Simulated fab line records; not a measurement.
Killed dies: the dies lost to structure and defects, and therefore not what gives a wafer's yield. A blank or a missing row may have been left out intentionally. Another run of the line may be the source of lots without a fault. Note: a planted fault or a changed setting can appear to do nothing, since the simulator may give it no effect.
fab line records + flow rit-cmos
record
- lots=6
- wafers=18
- last-day=7
route steps=202 shown NWELL@38 PWELL@39 WELLDRIVE@50 NRETRO@53 M1@202
lots that met no fault: from a run of the same line without faults
start-h: start of the lot's first displayed wafer, in hours after the record's first day + wait-h: how many hours have passed since the lot's step before this one + " identical to the entry in the row above + L1.1+2: a row that stands for several wafers + - no value, or no start was given + * or withheld: withheld + < > ~ a bound
route shown NAME@n: names a module that has steps shown in the file, with the first one's number in the route + usual: average and standard deviation across the fault-free wafers + same: alike in all rows + chamber/n: place in a boat + sites: the reading at each site + _std_site: their standard deviation + _edge_site: inner sites' mean taken away from outer sites' mean + radius-mm: how far each site lies from the wafer's centre + mask NAME#n: copy n + behind: the tool/chamber that last shaped the wafer + hold: reason for holding the lot/hours on hold/outcome of the hold + device: whichever transistor did not switch (one of n, p or np) + end of line: at the end of the route, the tests of the same wafers + where a step has no rows: the recipe by itself + killed: dies lost to structure and defects at the first sort, not the wafer's yield + map: shows each die of a wafer: x if killed, . if not, _ if none is there
set.NAME: setting as actually run; set.NAME@STEP: the setting as run at that earlier step + model.NAME: the simulator's own value behind a step, which no gauge read
certain route steps with their lots: each step a table, each wafer a row
services: a tool's chamber out of use, with start hour (start-h, from the record's first day; less than 0 if before it), hours out, and reason
## steps
# step RIT_NWELL_TW_MEAS_10
# usual
- NWELL_TW=2133/22
| lot.wafer | tool          | chamber | start-h | wait-h | NWELL_TW |
|-----------|---------------|---------|---------|--------|----------|
| L570.3    | film-metro-04 | -       | 31.89   | 0.1    | 2140     |
| L570.4    | "             | -       | "       | "      | 2146     |
| L570.5    | "             | -       | "       | "      | 2143     |
| L579.2    | film-metro-04 | -       | 76.16   | 0.1    | 2158     |
| L579.4    | "             | -       | "       | "      | 2162     |
| L579.6    | "             | -       | "       | "      | 2155     |
| L583.3    | film-metro-04 | -       | 97.78   | 0.1    | 2138     |
| L583.4    | "             | -       | "       | "      | 2150     |
| L583.6    | "             | -       | "       | "      | 2140     |
| L585.1    | film-metro-04 | -       | 108.76  | 0.1    | 2145     |
| L585.2    | "             | -       | "       | "      | 2148     |
| L585.5    | "             | -       | "       | "      | 2146     |
| L589.2    | film-metro-04 | -       | 132.66  | 0.1    | 2161     |
| L589.3    | "             | -       | "       | "      | 2163     |
| L589.6    | "             | -       | "       | "      | 2161     |
| L590.2    | film-metro-03 | -       | 136.19  | 0.1    | 2096     |
| L590.3    | "             | -       | "       | "      | 2095     |
| L590.5    | "             | -       | "       | "      | 2090     |
# step RIT_PWELL_HMDS_00
# recipe
- prime-time-s=60
- prime-temp-c=140
# step RIT_PWELL_COAT_01
# recipe
- resist=NOVOLAK
- spin-rpm=2000
- resist-thk-nm=1300
# step RIT_PWELL_SOFTBAKE_02
# recipe
- resist=NOVOLAK
- temp-c=90
- time-s=60
# step RIT_PWELL_EXPOSE_03
# recipe
- mask-id=M3
- na=0.57
- target-cd-nm=43700
- dose-mj=250
# step RIT_PWELL_PEB_04
# recipe
- resist=NOVOLAK
- temp-c=withheld
- time-s=withheld
# step RIT_PWELL_DEVELOP_05
# recipe
- resist=NOVOLAK
- develop-time-s=68
- dev-temp-c=23
# step RIT_PWELL_OVL_MEAS_06
# usual
- PWELL_OVL=0.2/1.4
| lot.wafer | tool       | chamber | start-h | wait-h | PWELL_OVL[nm] |
|-----------|------------|---------|---------|--------|---------------|
| L570.3    | overlay-02 | -       | 32.83   | -      | 0.1           |
| L570.4    | "          | -       | "       | "      | 0.5           |
| L570.5    | "          | -       | "       | "      | -0.4          |
| L579.2    | overlay-02 | -       | 77.32   | -      | -1.2          |
| L579.4    | "          | -       | "       | "      | 1.5           |
| L579.6    | "          | -       | "       | "      | 0.1           |
| L583.3    | overlay-02 | -       | 98.71   | -      | 3.8           |
| L583.4    | "          | -       | "       | "      | 1.5           |
| L583.6    | "          | -       | "       | "      | 4.5           |
| L585.1    | overlay-01 | -       | 109.70  | -      | 0.1           |
| L585.2    | "          | -       | "       | "      | -0.7          |
| L585.5    | "          | -       | "       | "      | -1.2          |
| L589.2    | overlay-01 | -       | 133.72  | -      | -0.5          |
| L589.3    | "          | -       | "       | "      | -0.5          |
| L589.6    | "          | -       | "       | "      | -2.4          |
| L590.2    | overlay-01 | -       | 137.13  | -      | -0.1          |
| L590.3    | "          | -       | "       | "      | 0.1           |
| L590.5    | "          | -       | "       | "      | 2.0           |
# step RIT_PWELL_HARDBAKE_07
# recipe
- resist=NOVOLAK
- temp-c=140
- time-s=120
# step RIT_PWELL_IMPLANT_08
# recipe
- species=B
- energy-kev=170
- dose-cm2=7e+13
- tilt-deg=7
# step RIT_PWELL_STRIP_09
# recipe
- chemistry=O2
- time-s=180
- resist=NOVOLAK
- platen-temp-c=withheld
- power-w=500
- pressure-mtorr=4000
- o2-flow-sccm=4000
# usual
- drypump-motor-current-A=5.9/0.31
- rf-refl-power-W=7.2/1.9
| lot.wafer | tool            | chamber | start-h | wait-h | drypump-motor-current-A | rf-hours-counter-h | rf-refl-power-W |
|-----------|-----------------|---------|---------|--------|-------------------------|--------------------|-----------------|
| L570.3    | plasma-asher-02 | 1       | 33.31   | 0.1    | 5.5                     | -                  | 9.3             |
| L570.4    | "               | 0       | "       | "      | 6.2                     | -                  | 8.3             |
| L570.5    | "               | 0       | "       | "      | 6.2                     | -                  | 8.3             |
| L579.2    | plasma-asher-04 | 1       | 77.76   | 0.1    | 5.8                     | 46                 | 4.9             |
| L579.4    | "               | 0       | "       | "      | 5.9                     | -                  | 5.6             |
| L579.6    | "               | 1       | "       | "      | 5.7                     | -                  | 4.5             |
| L583.3    | plasma-asher-04 | 1       | 99.20   | 0.1    | 5.8                     | -                  | 4.4             |
| L583.4    | "               | 0       | "       | "      | 5.9                     | -                  | 5.4             |
| L583.6    | "               | 0       | "       | "      | 5.9                     | -                  | 5.4             |
| L585.1    | plasma-asher-04 | 0       | 110.21  | 0.1    | 5.9                     | 49                 | 5.4             |
| L585.2    | "               | 1       | "       | "      | 5.8                     | 49                 | 4.6             |
| L585.5    | "               | 0       | "       | "      | 5.9                     | -                  | 5.4             |
| L589.2    | plasma-asher-04 | 1       | 134.15  | 0.1    | 5.7                     | 52                 | 4.5             |
| L589.3    | "               | 0       | "       | "      | 5.9                     | -                  | 5.6             |
| L589.6    | "               | 1       | "       | "      | 5.7                     | -                  | 4.6             |
| L590.2    | plasma-asher-01 | 1       | 137.56  | 0.1    | 6.0                     | 34                 | 8.1             |
| L590.3    | "               | 0       | "       | "      | 6.5                     | -                  | 9.3             |
| L590.5    | "               | 0       | "       | "      | 6.5                     | -                  | 9.4             |
# step RIT_PWELL_TW_MEAS_10
# usual
- PWELL_TW=943/11
| lot.wafer | tool          | chamber | start-h | wait-h | PWELL_TW |
|-----------|---------------|---------|---------|--------|----------|
| L570.3    | film-metro-01 | -       | 33.44   | 0.1    | 956      |
| L570.4    | "             | -       | "       | "      | 959      |
| L570.5    | "             | -       | "       | "      | 956      |
| L579.2    | film-metro-01 | -       | 77.95   | 0.1    | 955      |
| L579.4    | "             | -       | "       | "      | 956      |
| L579.6    | "             | -       | "       | "      | 955      |
| L583.3    | film-metro-03 | -       | 99.33   | 0.1    | 934      |
| L583.4    | "             | -       | "       | "      | 936      |
| L583.6    | "             | -       | "       | "      | 936      |
| L585.1    | film-metro-03 | -       | 110.39  | 0.1    | 929      |
| L585.2    | "             | -       | "       | "      | 935      |
| L585.5    | "             | -       | "       | "      | 933      |
| L589.2    | film-metro-01 | -       | 134.37  | 0.2    | 950      |
| L589.3    | "             | -       | "       | "      | 947      |
| L589.6    | "             | -       | "       | "      | 954      |
| L590.2    | film-metro-01 | -       | 137.74  | 0.1    | 957      |
| L590.3    | "             | -       | "       | "      | 955      |
| L590.5    | "             | -       | "       | "      | 947      |
# step RIT_WELLDRIVE_ANNEAL_00
# recipe
- temp-c=1100
- time-s=14700
- ambient=N2
# usual
- spike-tc-centre-C=1102.6/1.2
- zone-power-centre-pct=56/3.9
- zone-power-load-pct=44.9/1.1
| lot.wafer | tool       | chamber | start-h | wait-h | spike-tc-centre-C | zone-power-centre-pct | zone-power-load-pct |
|-----------|------------|---------|---------|--------|-------------------|-----------------------|---------------------|
| L570.3    | furnace-04 | 0       | 33.53   | 0.1    | 1103.8            | 51                    | 43.8                |
| L570.4    | "          | 0       | "       | "      | 1103.7            | 51                    | 44.3                |
| L570.5    | "          | 0       | "       | "      | 1103.3            | 51                    | 44.2                |
| L579.2    | furnace-02 | 0       | 78.00   | 0.0    | 1103.6            | 58                    | 47.0                |
| L579.4    | "          | 0       | "       | "      | 1103.4            | 57                    | 47.3                |
| L579.6    | "          | 0       | "       | "      | 1101.4            | 58                    | 47.3                |
| L583.3    | furnace-04 | 0       | 100.71  | 1.4    | 1068.8            | 33                    | 47.1                |
| L583.4    | "          | 0       | "       | "      | 1068.6            | 33                    | 47.6                |
| L583.6    | "          | 0       | "       | "      | 1068.3            | 33                    | 48.0                |
| L585.1    | furnace-04 | 0       | 110.93  | 0.5    | 1068.5            | 34                    | 47.3                |
| L585.2    | "          | 0       | "       | "      | 1067.1            | 33                    | 48.3                |
| L585.5    | "          | 0       | "       | "      | 1068.0            | 33                    | 48.2                |
| L589.2    | furnace-01 | 0       | 135.44  | 1.1    | 1101.2            | 59                    | 45.0                |
| L589.3    | "          | 0       | "       | "      | 1103.9            | 59                    | 45.3                |
| L589.6    | "          | 0       | "       | "      | 1103.2            | 60                    | 45.3                |
| L590.2    | furnace-01 | 0       | 140.52  | 2.8    | 1101.6            | 59                    | 45.0                |
| L590.3    | "          | 0       | "       | "      | 1100.7            | 59                    | 45.5                |
| L590.5    | "          | 0       | "       | "      | 1101.0            | 59                    | 45.3                |
# step RIT_WELLDRIVE_RS_MEAS_01
# recipe
- thk-meas-gauge=four-point-probe
# usual
- NWELL_RS=275.4/0.7
| lot.wafer | tool          | chamber | start-h | wait-h | NWELL_RS[ohm/sq] |
|-----------|---------------|---------|---------|--------|------------------|
| L570.3    | film-metro-04 | -       | 38.66   | 0.0    | 276.0            |
| L570.4    | "             | -       | "       | "      | 275.2            |
| L570.5    | "             | -       | "       | "      | 275.6            |
| L579.2    | film-metro-03 | -       | 83.10   | 0.0    | 274.3            |
| L579.4    | "             | -       | "       | "      | 274.5            |
| L579.6    | "             | -       | "       | "      | 273.9            |
| L583.3    | film-metro-03 | -       | 105.84  | 0.0    | 285.8            |
| L583.4    | "             | -       | "       | "      | 283.0            |
| L583.6    | "             | -       | "       | "      | 278.5            |
| L585.1    | film-metro-04 | -       | 116.02  | 0.0    | 292.5            |
| L585.2    | "             | -       | "       | "      | 288.3            |
| L585.5    | "             | -       | "       | "      | 279.0            |
| L589.2    | film-metro-03 | -       | 140.54  | 0.0    | 275.3            |
| L589.3    | "             | -       | "       | "      | 275.5            |
| L589.6    | "             | -       | "       | "      | 275.6            |
| L590.2    | film-metro-01 | -       | 145.62  | 0.0    | 276.8            |
| L590.3    | "             | -       | "       | "      | 275.5            |
| L590.5    | "             | -       | "       | "      | 275.6            |
# step RIT_WELLDRIVE_RS_MEAS_02
# recipe
- thk-meas-gauge=four-point-probe
# usual
- PWELL_RS=429.4/1.1
| lot.wafer | tool          | chamber | start-h | wait-h | PWELL_RS[ohm/sq] |
|-----------|---------------|---------|---------|--------|------------------|
| L570.3    | film-metro-04 | -       | 38.78   | 0.1    | 427.7            |
| L570.4    | "             | -       | "       | "      | 429.0            |
| L570.5    | "             | -       | "       | "      | 428.5            |
| L579.2    | film-metro-03 | -       | 83.22   | 0.1    | 430.5            |
| L579.4    | "             | -       | "       | "      | 429.2            |
| L579.6    | "             | -       | "       | "      | 427.1            |
| L583.3    | film-metro-03 | -       | 105.96  | 0.1    | 439.2            |
| L583.4    | "             | -       | "       | "      | 437.4            |
| L583.6    | "             | -       | "       | "      | 432.3            |
| L585.1    | film-metro-04 | -       | 116.14  | 0.1    | 447.5            |
| L585.2    | "             | -       | "       | "      | 445.4            |
| L585.5    | "             | -       | "       | "      | 436.2            |
| L589.2    | film-metro-03 | -       | 140.66  | 0.1    | 430.4            |
| L589.3    | "             | -       | "       | "      | 431.8            |
| L589.6    | "             | -       | "       | "      | 430.3            |
| L590.2    | film-metro-01 | -       | 145.74  | 0.1    | 431.1            |
| L590.3    | "             | -       | "       | "      | 429.7            |
| L590.5    | "             | -       | "       | "      | 431.3            |
# step RIT_NRETRO_HMDS_00
# recipe
- prime-time-s=60
- prime-temp-c=140
# step RIT_M1_PROBE_99
# usual
- killed_at_M0_to_M3=0.0/0.14
- killed-at-front-end=6.6/2.7
- killed-dies=6.7/2.7
- killed-open=3.3/1.9
- killed-short=3.4/1.9
# same
- gross-dies=264
- killed_at_M4_up=0
- killed-at-back-side=0
- killed-at-contacts=0
- killed-at-other=0
| lot.wafer | tool      | chamber | start-h | wait-h | killed_at_M0_to_M3 | killed-at-front-end | killed-dies | killed-open | killed-short | model.etest.nwell-pinched.rs-ohm-sq | model.etest.pwell-pinched.rs-ohm-sq | model.etest.pwell.rs-ohm-sq | model.etest.field-n.vt-v | model.etest.field-p-metal.vt-v | model.etest.field-p.vt-v | model.etest.diode-pplus-nwell.bv-v | model.etest.diode-nplus-pwell.bv-v |
|-----------|-----------|---------|---------|--------|--------------------|---------------------|-------------|-------------|--------------|-------------------------------------|-------------------------------------|-----------------------------|--------------------------|--------------------------------|--------------------------|------------------------------------|------------------------------------|
| L570.3    | prober-01 | -       | 71.02   | 0.2    | 0                  | 9                   | 9           | 5           | 4            | 339.2                               | 464.7                               | 424.4                       | 35.86                    | -28.11                         | -12.42                   | 6.659                              | 5.915                              |
| L570.4    | prober-01 | -       | 71.07   | 0.2    | 0                  | 9                   | 9           | 6           | 3            | 334.6                               | 465                                 | 424.1                       | 35.92                    | -28.74                         | -12.48                   | 6.555                              | 5.906                              |
| L570.5    | prober-01 | -       | 71.12   | 0.2    | 0                  | 8                   | 8           | 2           | 6            | 337.3                               | 469                                 | 424.6                       | 36.26                    | -28.5                          | -12.57                   | 6.609                              | 5.962                              |
| L579.2    | prober-02 | -       | 113.58  | 0.1    | 0                  | 7                   | 7           | 2           | 5            | 334                                 | 460.2                               | 418.6                       | 34.11                    | -29.25                         | -12.58                   | 6.547                              | 5.89                               |
| L579.4    | prober-02 | -       | 113.68  | 0.2    | 0                  | 4                   | 4           | 2           | 2            | 339.3                               | 461.7                               | 414.7                       | 34.05                    | -29.62                         | -12.49                   | 6.627                              | 5.908                              |
| L579.6    | prober-02 | -       | 113.78  | 0.2    | 0                  | 7                   | 7           | 3           | 4            | 333.8                               | 453                                 | 413.1                       | 34.11                    | -29.6                          | -12.54                   | 6.594                              | 5.922                              |
| L583.3    | prober-02 | -       | 144.20  | 0.2    | 0                  | 11                  | 11          | 5           | 6            | 360.5                               | 465.5                               | 425.3                       | 36.49                    | -26.84                         | -11.72                   | 6.479                              | 5.783                              |
| L583.4    | prober-02 | -       | 144.25  | 0.2    | 0                  | 12                  | 12          | 8           | 4            | 353.9                               | 461.6                               | 418.9                       | 35.73                    | -27.4                          | -11.9                    | 6.648                              | 5.894                              |
| L583.6    | prober-02 | -       | 144.35  | 0.2    | 0                  | 8                   | 8           | 4           | 4            | 346                                 | 454.9                               | 418                         | 34.95                    | -28                            | -12.14                   | 6.651                              | 5.867                              |
| L585.1    | prober-01 | -       | 148.20  | 0.1    | 0                  | 5                   | 5           | 2           | 3            | 370.2                               | 485.6                               | 433.2                       | 35.94                    | -28.12                         | -11.93                   | 6.205                              | 5.752                              |
| L585.2    | prober-01 | -       | 148.25  | 0.1    | 0                  | 8                   | 8           | 1           | 7            | 366.2                               | 481.9                               | 436                         | 36.08                    | -27.64                         | -12.01                   | 6.265                              | 5.788                              |
| L585.5    | prober-01 | -       | 148.40  | 0.2    | 0                  | 7                   | 7           | 3           | 4            | 343.5                               | 467.2                               | 427.4                       | 34.85                    | -29.53                         | -12.53                   | 6.357                              | 5.862                              |
| L589.2    | prober-01 | -       | 173.57  | 0.1    | 0                  | 8                   | 8           | 1           | 7            | 340.1                               | 466                                 | 414.9                       | 35.04                    | -29.11                         | -13.07                   | 6.681                              | 5.907                              |
| L589.3    | prober-01 | -       | 173.62  | 0.2    | 1                  | 8                   | 9           | 4           | 5            | 340.2                               | 460.3                               | 416.2                       | 34.03                    | -30.33                         | -13.19                   | 6.561                              | 5.927                              |
| L589.6    | prober-01 | -       | 173.77  | 0.2    | 0                  | 5                   | 5           | 3           | 2            | 338.3                               | 465.5                               | 421.4                       | 34.19                    | -30.02                         | -13.1                    | 6.626                              | 5.894                              |
| L590.2    | prober-02 | -       | 175.34  | 0.1    | 0                  | 6                   | 6           | 4           | 2            | 336.6                               | 458.9                               | 413.3                       | 33.75                    | -30.01                         | -12.87                   | 6.526                              | 5.986                              |
| L590.3    | prober-02 | -       | 175.39  | 0.2    | 0                  | 7                   | 7           | 4           | 3            | 338                                 | 463.8                               | 414.4                       | 34.87                    | -29.02                         | -12.8                    | 6.559                              | 5.913                              |
| L590.5    | prober-02 | -       | 175.49  | 0.2    | 0                  | 5                   | 5           | 1           | 4            | 334.7                               | 466.8                               | 416.6                       | 34.07                    | -30.08                         | -12.86                   | 6.548                              | 5.947                              |
# killed by level:class
L570.3 GATE:geometric-particle:open=3 FOX1:geometric-particle:open=2 GATE:geometric-particle:short=2 SPACER:geometric-particle:short=1 SILICIDE:geometric-particle:short=1
L570.4 GATE:geometric-particle:open=2 SPACER:geometric-particle:short=2 FOX2:geometric-particle:open=1 REOX:geometric-particle:open=1 SPACER:geometric-particle:open=1 SILICIDE:geometric-particle:open=1 SILICIDE:geometric-particle:short=1
L570.5 GATE:geometric-particle:short=4 FOX1:geometric-particle:short=1 SPACER:geometric-particle:short=1 SPACER:geometric-particle:open=1 SILICIDE:geometric-particle:open=1
L579.2 SILICIDE:geometric-particle:short=3 SPACER:geometric-particle:open=2 FOX1:geometric-particle:short=1 REOX:geometric-particle:short=1
L579.4 FOX1:geometric-particle:open=1 GATE:geometric-particle:short=1 REOX:geometric-particle:open=1 REOX:geometric-particle:short=1
L579.6 GATE:geometric-particle:short=2 FOX2:geometric-particle:open=1 FOX2:geometric-particle:short=1 GATE:geometric-particle:open=1 REOX:geometric-particle:open=1 SILICIDE:geometric-particle:short=1
L583.3 GATE:geometric-particle:open=4 FOX1:geometric-particle:short=1 FOX2:geometric-particle:short=1 GATE:geometric-particle:short=1 REOX:geometric-particle:open=1 REOX:geometric-particle:short=1 SPACER:geometric-particle:short=1 SILICIDE:geometric-particle:short=1
L583.4 SPACER:geometric-particle:open=4 FOX1:geometric-particle:open=2 GATE:geometric-particle:short=2 FOX1:geometric-particle:short=1 GATE:geometric-particle:open=1 REOX:geometric-particle:open=1 SPACER:geometric-particle:short=1
L583.6 GATE:geometric-particle:short=3 GATE:geometric-particle:open=2 FOX1:geometric-particle:open=1 REOX:geometric-particle:short=1 REOX:geometric-particle:open=1
L585.1 GATE:geometric-particle:short=2 FOX1:geometric-particle:open=1 GATE:geometric-particle:open=1 REOX:geometric-particle:short=1
L585.2 FOX1:geometric-particle:short=2 REOX:geometric-particle:short=2 FOX2:geometric-particle:short=1 GATE:geometric-particle:open=1 SPACER:geometric-particle:short=1 SILICIDE:geometric-particle:short=1
L585.5 FOX1:geometric-particle:open=2 GATE:geometric-particle:short=2 FOX1:geometric-particle:short=1 FOX2:geometric-particle:short=1 FOX2:geometric-particle:open=1
L589.2 GATE:geometric-particle:short=3 REOX:geometric-particle:short=3 FOX1:geometric-particle:open=1 FOX2:geometric-particle:short=1
L589.3 GATE:geometric-particle:short=2 FOX1:geometric-particle:short=1 FOX2:geometric-particle:open=1 GATE:geometric-particle:open=1 REOX:geometric-particle:open=1 REOX:geometric-particle:short=1 SPACER:geometric-particle:short=1 M1:geometric-particle:open=1
L589.6 FOX2:geometric-particle:open=3 FOX2:geometric-particle:short=1 REOX:geometric-particle:short=1
L590.2 FOX1:geometric-particle:open=2 FOX1:geometric-particle:short=1 GATE:geometric-particle:open=1 GATE:geometric-particle:short=1 SPACER:geometric-particle:open=1
L590.3 FOX2:geometric-particle:open=2 SPACER:geometric-particle:open=2 ACTIVE:geometric-particle:short=1 GATE:geometric-particle:short=1 SILICIDE:geometric-particle:short=1
L590.5 FOX1:geometric-particle:short=1 GATE:geometric-particle:short=1 SILICIDE:geometric-particle:short=1 SPACER:geometric-particle:short=1 SILICIDE:geometric-particle:open=1
## services
| tool            | chamber | start-h | hours | kind   |
|-----------------|---------|---------|-------|--------|
| plasma-asher-01 | -       | 18.18   | 1.8   | repair |
| plasma-asher-01 | -       | 19.20   | 6.0   | repair |
| furnace-04      | -       | 27.05   | 2.7   | pm     |
| furnace-01      | -       | 28.89   | 2.7   | pm     |
| plasma-asher-02 | -       | 43.78   | 0.9   | repair |
| furnace-02      | -       | 83.08   | 75.5  | pm     |
| furnace-01      | -       | 126.78  | 3.6   | pm     |
| furnace-04      | -       | 130.90  | 11.8  | repair |
## key
first-sign
- step=RIT_WELLDRIVE_ANNEAL_00
- reading=spike-tc-centre-C
- direction=down
- sigmas=29
- usual=1102.6
- struck=1068.2
effect
- step=RIT_WELLDRIVE_ANNEAL_00
- reading=zone-power-centre-pct
- direction=down
- sigmas=5.8
- usual=56
- struck=33
effect
- step=RIT_WELLDRIVE_RS_MEAS_01
- reading=NWELL_RS
- direction=up
- sigmas=13
- usual=275.4
- struck=284.5
effect
- step=RIT_WELLDRIVE_RS_MEAS_02
- reading=PWELL_RS
- direction=up
- sigmas=9.5
- usual=429.4
- struck=439.7
model-effect
- step=RIT_M1_PROBE_99
- value=etest.nwell-pinched.rs-ohm-sq
- without=337.4
- struck=356.7
met-at RIT_WELLDRIVE_ANNEAL_00
struck-wafers L583.3,L583.4,L583.6,L585.1,L585.2,L585.5
tester-left-out L583,L585
onset-between 33.53 100.71
fault
- kind=process-parameter-drift
- tool=furnace-04
- chamber=-
- onset-h=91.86
- steps=RIT_WELLDRIVE_ANNEAL_00
- channel=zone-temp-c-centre
- offset=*
- shape=step
- end-h=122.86
# tester-left-out: of these lots the tester's yield and bins aren't shown, on N5 and GAA mostly nor the transistor test; their killed dies are dies lost to structure and defects alone, not to doping, threshold or leakage, so they don't give the yield
